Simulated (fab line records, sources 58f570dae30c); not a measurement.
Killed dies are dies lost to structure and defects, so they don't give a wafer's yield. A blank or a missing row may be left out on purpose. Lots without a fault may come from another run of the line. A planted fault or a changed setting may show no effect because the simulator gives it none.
Chamber matching | flow berkeley_cmos170 | UCB170_V1_CMP_02 on cmp-02: 4 sister chambers
The step polishes SiO2. 4 wafers are shown with their chamber, then 7 later ones without.

WAFERS WITH THEIR CHAMBER
wafer  | chamber | motor_current_A (A)
L504.2 | 1       | 15.2
L504.5 | 3       | 16.7
L513.1 | 2       | 16.0
L513.2 | 0       | 16.7

WAFERS WITHOUT THEIR CHAMBER
wafer  | motor_current_A (A)
L513.5 | 15.8
L515.3 | 17.1
L515.5 | 15.8
L515.6 | 14.3
L516.4 | 15.7
L516.5 | 15.1
L516.6 | 14.8

WHICH CHAMBER EACH WENT THROUGH
wafer  | from the rows above               | in truth
L513.5 | can't be placed: 2 or 1 or 0 or 3 | 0
L515.3 | can't be placed: 0 or 3 or 2      | 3
L515.5 | can't be placed: 2 or 1 or 0 or 3 | 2
L515.6 | can't be placed: 1 or 2           | 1
L516.4 | can't be placed: 2 or 1 or 0 or 3 | 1
L516.5 | can't be placed: 1 or 2           | 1
L516.6 | can't be placed: 1 or 2           | 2
Placed correctly: 0 of 7. Can't be placed from these rows: 7 (the true chamber is among the candidates in 7). Placed wrongly: 0.
How it was worked out, from the rows above alone: a wafer's distance from a chamber is the root of the sum, over the readings, of the square of ((its reading less the chamber's mean) divided by the reading's scatter). The wafer belongs to the nearest chamber; if the next one is less than 2 further off, it can't be placed. A chamber's mean is the mean of its shown wafers. The scatter: with one shown wafer a chamber, the root of the mean of the squares of how far each hidden wafer lies from its nearest shown one.
